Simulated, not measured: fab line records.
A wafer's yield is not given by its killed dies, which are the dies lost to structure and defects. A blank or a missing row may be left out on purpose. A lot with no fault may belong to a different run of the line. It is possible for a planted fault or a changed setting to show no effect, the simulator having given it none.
Which tool is to blame? -- flow rit-cmos -- Sampling: 13 lots, 39 wafers, 2 of 202 route steps

WHAT THE GAUGES READ, wafer by wafer
No reading from a measuring or inspecting step in the record can be judged against a usual standard deviation.

WHICH TOOL RAN EACH LOT (tool, then ch and the chambers of the sampled wafers, then the start)
lot,RIT_M1_STRIP_13,RIT_M1_PROBE_99
L796,"wet-bench-04 ch 1, day 3 16:24","prober-01, day 3 18:32"
L800,"wet-bench-02 ch 1, day 4 14:56","prober-02, day 4 17:05"
L799,"wet-bench-04 ch 0, day 4 16:19","prober-01, day 4 18:41"
L801,"wet-bench-01 ch 2, day 4 18:11","prober-02, day 4 20:17"
L804,"wet-bench-02 ch 0, day 5 12:33","prober-01, day 5 14:38"
L806,"wet-bench-02 ch 3, day 5 19:26","prober-01, day 5 21:31"
L810,"wet-bench-02 ch 0, day 6 14:18","prober-01, day 6 16:23"
L811,"wet-bench-01 ch 1, day 6 16:56","prober-02, day 6 19:02"
L812,"wet-bench-02 ch 1, day 6 22:50","prober-01, day 7 00:59"
L813,"wet-bench-02 ch 1, day 7 07:50","prober-02, day 7 09:56"
L814,"wet-bench-02 ch 2, day 7 10:52","prober-01, day 7 13:02"
L815,"wet-bench-01 ch 3, day 7 16:14","prober-02, day 7 18:19"
L816,"wet-bench-04 ch 2, day 7 20:07","prober-01, day 7 22:16"
- RIT_M1_STRIP_13: strips in nmp, time 600 s.
- RIT_M1_PROBE_99

AS READ BY THE TOOLS THEMSELVES (means over the sampled wafers that have a number; for cases with no such wafer, the mark the record gives instead)
RIT_M1_PROBE_99.
lot,tool,defect-limited-yield (%),killed_at_M0_to_M3,killed-at-contacts,killed-at-front-end,killed-dies,killed-open,killed-short,sort_bin_3_pad_short (%),sort_bin_5_function (%),sort_bin_6_memory (%),sort-n-pass,sort-yield-pct (%)
L796,prober-01,98.3,0.0,0.0,4,4,2.3,2.0,0.0,1.1,0.5,260,98.3
L800,prober-02,97.5,0.0,0.3,6,7,4.0,2.7,0.1,1.9,0.5,257,97.5
L799,prober-01,97.1,0.0,0.0,8,8,4.0,3.7,0.3,1.9,0.8,256,97.1
L801,prober-02,96.5,0.0,0.3,9,9,4.0,5.3,0.3,2.1,1.1,255,96.5
L804,prober-01,96.5,0.0,0.3,9,9,4.3,5.0,0.1,1.8,1.6,255,96.5
L806,prober-01,81.2,42.7,0.0,7,50,3.7,3.3,4.8,11.0,3.0,214,81.2
L810,prober-01,97.8,0.0,0.0,6,6,2.3,3.3,0.0,0.9,1.3,258,97.8
L811,prober-02,96.7,0.3,0.0,8,9,3.7,5.0,0.0,1.6,1.7,255,96.7
L812,prober-01,96.5,0.0,0.0,9,9,4.7,4.7,0.3,2.4,0.9,255,96.5
L813,prober-02,96.7,0.0,0.0,9,9,3.3,5.3,0.1,1.8,1.4,255,96.7
L814,prober-01,96.8,0.0,0.3,8,8,5.7,2.7,0.3,2.3,0.7,256,96.8
L815,prober-02,97.7,0.0,0.3,6,6,1.7,4.3,0.1,1.8,0.4,258,97.7
L816,prober-01,96.0,0.0,0.0,11,11,6.7,4.0,0.1,2.5,1.4,253,96.0

THE ANSWER, worked out from the rows above alone
Rule: usual is defined by the lots themselves. Put in order of their means at a reading, lots are off if they are a third of the lots or fewer, leave a main group of 4 or more, and stand apart from it by a gap of 3 or more times the standard deviation of the main group's means; of several such gaps the widest counts. Not used: any main group whose means are identical at the precision the tables above print for the reading. A lot without any number at a reading at which 4 lots or more have one is off too. The other lots that the step has rows for count as sound. First the gauges in route order, then the tools' own readings, where a lot's mean is used as printed above. The first step at which some lot is off is used, and at that step the reading that is off furthest; a lot without a number counts as furthest.
Off, at RIT_M1_PROBE_99 on killed_at_M0_to_M3: L806. The main group: mean 0.0, standard deviation 0.083.
A tool fits if, at that step or a process step before it, it ran every lot that is off, and no sound lot after the first of them. None of those tried fits.

WHAT HAD BEEN PUT IN BY THE SIMULATOR
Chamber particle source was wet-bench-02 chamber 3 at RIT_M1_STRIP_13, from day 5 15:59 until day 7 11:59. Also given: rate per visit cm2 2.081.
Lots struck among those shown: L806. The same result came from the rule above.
